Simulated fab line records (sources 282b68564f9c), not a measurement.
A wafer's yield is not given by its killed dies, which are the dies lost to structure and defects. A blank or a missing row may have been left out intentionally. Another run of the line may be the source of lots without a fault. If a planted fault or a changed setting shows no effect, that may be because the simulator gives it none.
A single fault, viewed from 2 desks ; flow rit-cmos ; what lay behind the numbers comes last; until then each desk has only its own

== TOOL OWNER'S DESK, pvd-sputter-03 ==
The tool's own readings at RIT_M1_SPUTTER_00 (material Al, target thk 400 nm, time 500 s): means of the sampled wafers that have a number, for each lot that ran on this tool. Marked OUT: a lot whose mean sits more than 4 standard deviations from the usual mean, which makes it out of limits; the brackets give that distance.
Columns: A = cathode-dc-power-W at RIT_M1_SPUTTER_00, usual 2000.0 W; B = throttle-valve-pct at RIT_M1_SPUTTER_00, usual 30.3 %
lot;first seen here;A;B
L164;day 4 13:04;1999.8;30.8
L166;day 4 23:04;1999.9;30.3
L168;day 5 07:44;2000.1;30.8
L180;day 7 20:02;1999.8;30.9
This desk's verdict: no lot among the 4 shows anything out of limits.

== METROLOGY DESK ==
What the gauges read for every lot (on any tool): the sampled wafers with a number, averaged. Marked OUT: a lot whose mean sits more than 4 standard deviations from the usual mean, which makes it out of limits; the brackets give that distance.
Columns: A = M1_AL_RS at RIT_M1_RS_MEAS_01, usual 0.0735 ohm/sq; B = M1_AL_THK at RIT_M1_THK_MEAS_02, usual 407 nm
lot;first seen here;A;B
L161;day 3 21:43;0.0732;411
L164;day 4 13:24;0.0741;403
L165;day 4 22:07;0.0734;410
L166;day 4 23:23;0.0418 (-32) OUT;707 (+51) OUT
L168;day 5 08:01;0.0419 (-32) OUT;709 (+51) OUT
L171;day 6 04:12;0.0743;406
L173;day 6 10:49;0.0740;405
L175;day 6 22:43;0.0749;399
L176;day 7 04:44;0.0731;413
L177;day 7 06:49;0.0749;398
L178;day 7 14:19;0.0741;404
L179;day 7 16:56;0.0733;410
L180;day 7 20:20;0.0731;412
L181;day 8 02:19;0.0739;407
This desk reports L166, L168 out of limits; the earliest was L166 at day 4 23:23 (M1_AL_RS at RIT_M1_RS_MEAS_01). In limits: L161, L164, L165, L171, L173, L175, L176, L177, L178, L179, L180, L181.

== ALL TOGETHER ==
An alarm was possible from the metrology desk at day 4 23:23, on L166, L168.
The tool owner's desk saw nothing out of limits.
The tool owner's desk has L166, L168 on record, within its limits.
RIT_M1_SPUTTER_00 was run on pvd-sputter-03 by each of the lots named.

== WHAT WAS PUT IN BY THE SIMULATOR ==
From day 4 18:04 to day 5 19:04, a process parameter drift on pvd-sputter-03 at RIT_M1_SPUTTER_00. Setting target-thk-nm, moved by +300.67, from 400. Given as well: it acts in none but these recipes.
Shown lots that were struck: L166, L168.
Delay in hours, fault start to first out-of-limits reading, per desk: metrology desk 5.
